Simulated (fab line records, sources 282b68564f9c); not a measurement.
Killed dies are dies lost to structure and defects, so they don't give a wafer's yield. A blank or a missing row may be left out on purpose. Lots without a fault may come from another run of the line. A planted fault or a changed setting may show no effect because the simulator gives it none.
fab line records | flow rit_cmos
record lots=7 wafers=21 last_day=7
route steps=202 shown PWELL@44 WELLDRIVE@50 NWELL@51 NRETRO@53 M1@202
lots that met no fault: from a run of the same line without faults
start_h: hours from the record's first day to the start of the lot's first wafer shown | wait_h: hours since the lot's step before | " the same as in the row above | L1.1+2: a row that stands for several wafers | - no value, or no start given | * or withheld: withheld | < > ~ a bound
route shown NAME@n: a module of which the file shows steps, and the number in the route of the first | usual: mean/standard deviation of fault-free wafers | same: alike in all rows | chamber/n: place in a boat | sites: the reading at each site | _std_site: their standard deviation | _edge_site: outer sites' mean less inner sites' | radius_mm: how far each site lies from the wafer's centre | mask NAME#n: copy n | behind: the tool/chamber that last shaped the wafer | hold: why the lot was held/for how many hours/how that ended | device: the transistor (n, p or np) that didn't switch | end of line: the same wafers' tests at the end of the route | a step without rows: its recipe alone | killed: dies lost to structure and defects at the first sort, not the wafer's yield | map: a wafer's dies, x killed, . not, _ none there
set.NAME: the setting as run; set.NAME@STEP: as run at that earlier step | model.NAME: the simulator's own value behind a step, which no gauge read
lots at some steps of the route; a table a step, a row a wafer
services: from which hour (start_h, from the record's first day; less than 0 if before it) a tool's chamber was out of use, for how many hours, and why
## steps
# step RIT_PWELL_DEVELOP_05
# recipe resist=NOVOLAK develop_time_s=68 dev_temp_c=23
# step RIT_PWELL_OVL_MEAS_06
# usual PWELL_OVL=-1.0/1.5
# columns lot.wafer tool chamber start_h wait_h PWELL_OVL[nm]
L253.2 overlay-01 - 57.13 - -2.3
L253.3 " - " " -3.6
L253.5 " - " " -1.3
L256.2 overlay-02 - 72.20 - -1.1
L256.4 " - " " -1.7
L256.6 " - " " -3.0
L260.1 overlay-02 - 91.96 - -2.4
L260.4 " - " " -1.8
L260.6 " - " " -1.8
L263.4 overlay-02 - 107.01 - -0.6
L263.5 " - " " 0.3
L263.6 " - " " 0.8
L264.1 overlay-01 - 111.92 - 2.4
L264.5 " - " " 0.9
L264.6 " - " " 1.1
L266.1 overlay-01 - 122.64 - -0.6
L266.5 " - " " 1.2
L266.6 " - " " -3.3
L269.3 overlay-01 - 136.90 - -1.6
L269.5 " - " " -2.8
L269.6 " - " " -0.7
# step RIT_PWELL_HARDBAKE_07
# recipe resist=NOVOLAK temp_c=140 time_s=120
# step RIT_PWELL_IMPLANT_08
# recipe species=B energy_kev=170 dose_cm2=7e+13 tilt_deg=7
# step RIT_PWELL_STRIP_09
# recipe chemistry=O2 time_s=180 resist=NOVOLAK platen_temp_c=withheld power_w=500 pressure_mtorr=4000 o2_flow_sccm=4000
# usual drypump_motor_current_A=5.35/0.27
# columns lot.wafer tool chamber start_h wait_h drypump_motor_current_A rf_hours_counter_h
L253.2 plasma_asher-03 1 57.64 0.1 5.06 43
L253.3 " 1 " " 5.09 -
L253.5 " 0 " " 5.36 -
L256.2 plasma_asher-03 0 72.63 0.1 5.41 45
L256.4 " 1 " " 5.08 -
L256.6 " 0 " " 5.41 -
L260.1 plasma_asher-04 0 92.39 0.1 5.47 29
L260.4 " 0 " " 5.50 -
L260.6 " 1 " " 5.22 -
L263.4 plasma_asher-04 1 107.49 0.1 5.26 -
L263.5 " 1 " " 5.23 -
L263.6 " 0 " " 5.46 -
L264.1 plasma_asher-03 0 112.44 0.2 5.39 49
L264.5 " 1 " " 5.10 -
L264.6 " 0 " " 5.38 -
L266.1 plasma_asher-03 1 123.08 0.1 5.06 50
L266.5 " 1 " " 5.07 -
L266.6 " 0 " " 5.38 -
L269.3 plasma_asher-04 1 137.38 0.1 5.19 -
L269.5 " 1 " " 5.24 -
L269.6 " 0 " " 5.44 -
# step RIT_PWELL_TW_MEAS_10
# usual PWELL_TW=947/5
# columns lot.wafer tool chamber start_h wait_h PWELL_TW
L253.2 film_metro-02 - 57.83 0.1 943
L253.3 " - " " 945
L253.5 " - " " 948
L256.2 film_metro-02 - 72.82 0.1 938
L256.4 " - " " 940
L256.6 " - " " 945
L260.1 film_metro-04 - 92.57 0.1 949
L260.4 " - " " 951
L260.6 " - " " 945
L263.4 film_metro-03 - 107.63 0.1 944
L263.5 " - " " 945
L263.6 " - " " 944
L264.1 film_metro-02 - 112.61 0.1 943
L264.5 " - " " 946
L264.6 " - " " 942
L266.1 film_metro-04 - 123.25 0.1 949
L266.5 " - " " 954
L266.6 " - " " 956
L269.3 film_metro-02 - 137.52 0.1 946
L269.5 " - " " 943
L269.6 " - " " 948
# step RIT_WELLDRIVE_ANNEAL_00
# recipe temp_c=1100 time_s=14700 ambient=N2
# step RIT_WELLDRIVE_RS_MEAS_01
# recipe thk_meas_gauge=four-point-probe
# usual NWELL_RS=275.3/0.82
# columns lot.wafer tool chamber start_h wait_h NWELL_RS[ohm/sq]
L253.2 film_metro-02 - 62.98 0.0 275.8
L253.3 " - " " 276.3
L253.5 " - " " 276.0
L256.2 film_metro-02 - 77.97 0.0 273.5
L256.4 " - " " 274.8
L256.6 " - " " 275.0
L260.1 film_metro-04 - 97.71 0.0 275.4
L260.4 " - " " 276.6
L260.6 " - " " 275.0
L263.4 film_metro-03 - 112.81 0.1 275.3
L263.5 " - " " 275.0
L263.6 " - " " 275.0
L264.1 film_metro-04 - 117.76 0.0 275.3
L264.5 " - " " 275.2
L264.6 " - " " 274.5
L266.1 film_metro-04 - 128.39 0.0 276.3
L266.5 " - " " 276.2
L266.6 " - " " 275.9
L269.3 film_metro-04 - 142.68 0.0 276.6
L269.5 " - " " 276.0
L269.6 " - " " 277.3
# step RIT_WELLDRIVE_RS_MEAS_02
# recipe thk_meas_gauge=four-point-probe
# usual PWELL_RS=429.4/1.2
# columns lot.wafer tool chamber start_h wait_h PWELL_RS[ohm/sq]
L253.2 film_metro-02 - 63.10 0.1 429.9
L253.3 " - " " 430.2
L253.5 " - " " 428.9
L256.2 film_metro-02 - 78.09 0.1 431.3
L256.4 " - " " 431.2
L256.6 " - " " 429.8
L260.1 film_metro-04 - 97.83 0.1 429.5
L260.4 " - " " 429.2
L260.6 " - " " 428.2
L263.4 film_metro-03 - 112.93 0.1 429.0
L263.5 " - " " 428.0
L263.6 " - " " 428.7
L264.1 film_metro-04 - 117.88 0.1 431.7
L264.5 " - " " 431.3
L264.6 " - " " 430.3
L266.1 film_metro-04 - 128.51 0.1 428.8
L266.5 " - " " 429.5
L266.6 " - " " 429.6
L269.3 film_metro-04 - 142.80 0.1 429.5
L269.5 " - " " 428.5
L269.6 " - " " 428.1
# step RIT_NRETRO_HMDS_00
# recipe prime_time_s=60 prime_temp_c=140
# step RIT_NRETRO_COAT_01
# recipe resist=NOVOLAK spin_rpm=2000 resist_thk_nm=1300
# step RIT_NRETRO_SOFTBAKE_02
# recipe resist=NOVOLAK temp_c=90 time_s=60
# step RIT_NRETRO_EXPOSE_03
# recipe mask_id=M4 na=0.57 target_cd_nm=43900 dose_mj=250
# columns lot.wafer tool chamber start_h wait_h mask model.NRETRO.overlay_x_nm
L253.2+3+5 iline_stepper-02 0 63.67 0.1 M4#0 0.4724
L256.2+4+6 iline_stepper-01 0 78.78 0.2 M4#0 0.5589
L260.1+4+6 iline_stepper-01 0 98.53 0.2 M4#0 -180.5
L263.4+5+6 iline_stepper-01 0 113.62 0.2 M4#0 -181.5
L264.1+5+6 iline_stepper-01 0 118.45 0.1 M4#0 -179.4
L266.1+5+6 iline_stepper-02 0 129.16 0.2 M4#0 1.219
L269.3+5+6 iline_stepper-02 0 143.57 0.3 M4#0 0.2292
# step RIT_NRETRO_PEB_04
# recipe resist=NOVOLAK temp_c=withheld time_s=withheld
# step RIT_NRETRO_DEVELOP_05
# recipe resist=NOVOLAK develop_time_s=68 dev_temp_c=23
# step RIT_NRETRO_OVL_MEAS_06
# usual NRETRO_OVL=-1.2/1.5
# columns lot.wafer tool chamber start_h wait_h hold NRETRO_OVL[nm]
L253.2 overlay-02 - 64.09 - - -1.3
L253.3 " - " " - 0.4
L253.5 " - " " - -0.6
L256.2 overlay-02 - 79.20 - - 1.6
L256.4 " - " " - 1.2
L256.6 " - " " - 1.0
L260.1 overlay-01 - 98.96 - await_dispo/0.2h/release -181.4
L260.4 " - " " await_dispo/0.2h/release -178.7
L260.6 " - " " await_dispo/0.2h/release -180.0
L260.1 overlay-01 - 99.16 0.2 - -181.1
L260.4 " - " " - -178.6
L260.6 " - " " - -180.1
L263.4 overlay-02 - 114.01 - await_dispo/0.2h/release -183.2
L263.5 " - " " await_dispo/0.2h/release -182.0
L263.6 " - " " await_dispo/0.2h/release -183.8
L263.4 overlay-02 - 114.22 0.2 - -182.6
L263.5 " - " " - -181.8
L263.6 " - " " - -183.7
L264.1 overlay-01 - 118.88 - await_dispo/0.2h/release -179.9
L264.5 " - " " await_dispo/0.2h/release -179.4
L264.6 " - " " await_dispo/0.2h/release -180.4
L264.1 overlay-01 - 119.08 0.2 - -179.8
L264.5 " - " " - -179.4
L264.6 " - " " - -180.4
L266.1 overlay-02 - 129.59 - - -2.0
L266.5 " - " " - -2.1
L266.6 " - " " - -1.8
L269.3 overlay-02 - 144.14 - - -1.5
L269.5 " - " " - -2.1
L269.6 " - " " - -0.8
# step RIT_M1_PROBE_99
# usual defect_limited_yield=97.5/1.2 killed_at_contacts=0.1/0.31 killed_at_front_end=7/3.1 killed_dies=7/3.1 killed_on_rim=1.8/1.4 killed_open=3.3/1.9 killed_short=3.3/2 sort_bin_3_pad_short=0.1/0.21 sort_bin_5_function=1.5/0.88 sort_bin_6_memory=0.9/0.64 sort_n_pass=257/3.1 sort_yield_pct=97.5/1.2
# same gross_dies=264 killed_at_M0_to_M3=0 killed_at_M4_up=0 killed_at_back_side=0 killed_at_other=0
# columns lot.wafer tool chamber start_h wait_h defect_limited_yield[%] killed_at_contacts killed_at_front_end killed_dies killed_on_rim killed_open killed_short sort_bin_3_pad_short[%] sort_bin_5_function[%] sort_bin_6_memory[%] sort_n_pass sort_yield_pct[%]
L253.2 prober-01 - 91.22 0.1 97.7 0 6 6 0 2 4 0.4 1.5 0.4 258 97.7
L253.3 prober-01 - 91.27 0.2 98.5 1 3 4 2 3 1 0 0.4 1.1 260 98.5
L253.5 prober-01 - 91.37 0.2 97.7 1 5 6 2 3 3 0 1.1 1.1 258 97.7
L256.2 prober-01 - 108.65 0.1 97.7 0 6 6 3 4 2 0 0.4 1.9 258 97.7
L256.4 prober-01 - 108.75 0.2 98.5 0 4 4 0 3 1 0 0.8 0.8 260 98.5
L256.6 prober-01 - 108.85 0.2 98.5 0 4 4 1 2 2 0 1.1 0.4 260 98.5
L266.1 prober-01 - 158.56 0.1 98.9 0 3 3 0 1 2 0 0.4 0.8 261 98.9
L266.5 prober-01 - 158.76 0.2 99.2 0 2 2 0 1 1 0 0.4 0.4 262 99.2
L266.6 prober-01 - 158.81 0.2 94.7 0 14 14 3 5 9 0.4 3.8 1.1 250 94.7
L269.3 prober-01 - 172.17 0.2 96.6 0 9 9 3 7 2 0 1.5 1.9 255 96.6
L269.5 prober-01 - 172.27 0.2 97.0 0 8 8 3 3 5 0 1.5 1.5 256 97.0
L269.6 prober-01 - 172.32 0.2 97.3 0 7 7 2 3 4 0.4 0.4 1.9 257 97.3
# killed by level:class
L253.2 GATE:geometric_particle:short=2 FOX2:geometric_particle:open=1 REOX:geometric_particle:open=1 REOX:geometric_particle:short=1 SPACER:geometric_particle:short=1
L253.3 GATE:geometric_particle:open=1 REOX:geometric_particle:short=1 SILICIDE:geometric_particle:open=1 CONTACT:geometric_particle:open=1
L253.5 GATE:geometric_particle:open=1 GATE:geometric_particle:short=1 REOX:geometric_particle:short=1 REOX:geometric_particle:open=1 SPACER:geometric_particle:open=1 CONTACT:geometric_particle:short=1
L256.2 REOX:geometric_particle:open=3 GATE:geometric_particle:short=1 REOX:geometric_particle:short=1 SILICIDE:geometric_particle:open=1
L256.4 FOX1:geometric_particle:open=2 FOX1:geometric_particle:short=1 REOX:geometric_particle:open=1
L256.6 FOX1:geometric_particle:open=1 GATE:geometric_particle:open=1 GATE:geometric_particle:short=1 REOX:geometric_particle:short=1
L266.1 GATE:geometric_particle:short=2 GATE:geometric_particle:open=1
L266.5 FOX1:geometric_particle:open=1 REOX:geometric_particle:short=1
L266.6 GATE:geometric_particle:short=5 SILICIDE:geometric_particle:open=3 GATE:geometric_particle:open=2 SILICIDE:geometric_particle:short=2 FOX1:geometric_particle:short=1 SPACER:geometric_particle:short=1
L269.3 SPACER:geometric_particle:open=3 SILICIDE:geometric_particle:open=2 GATE:geometric_particle:open=1 REOX:geometric_particle:open=1 SPACER:geometric_particle:short=1 SILICIDE:geometric_particle:short=1
L269.5 SPACER:geometric_particle:short=3 FOX2:geometric_particle:open=1 GATE:geometric_particle:open=1 GATE:geometric_particle:short=1 REOX:geometric_particle:short=1 SPACER:geometric_particle:open=1
L269.6 SILICIDE:geometric_particle:open=2 GATE:geometric_particle:short=1 REOX:geometric_particle:short=1 SPACER:geometric_particle:open=1 SPACER:geometric_particle:short=1 SILICIDE:geometric_particle:short=1
## services
# columns tool chamber start_h hours kind
iline_stepper-01 0 42.21 - calibration
iline_stepper-01 - 45.80 2.1 pm
iline_stepper-01 - 47.88 - consumable_replace:lamp
iline_stepper-01 - 48.14 11.8 repair
iline_stepper-02 - 110.06 4.4 repair
iline_stepper-01 - 123.65 1.7 pm
iline_stepper-01 - 126.06 9.4 repair
## key
first_sign step=RIT_NRETRO_OVL_MEAS_06 reading=visit direction=added
effect step=RIT_NRETRO_OVL_MEAS_06 reading=NRETRO_OVL direction=down sigmas=99+ usual=-1.2 struck=-181.0
model_effect step=RIT_NRETRO_EXPOSE_03 value=NRETRO.overlay_x_nm without=-0.489 struck=-180.5
met_at RIT_NRETRO_EXPOSE_03
struck_wafers L260.1,L260.4,L260.6,L263.4,L263.5,L263.6,L264.1,L264.5,L264.6
scrapped_behind RIT_NRETRO_OVL_MEAS_06 L260.1,L260.4,L260.6,L263.4,L263.5,L263.6,L264.1,L264.5,L264.6
onset_between 78.78 98.53
fault kind=scanner_matching_overlay tool=iline_stepper-01 chamber=- onset_h=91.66 steps=RIT_NRETRO_EXPOSE_03 offset=-180
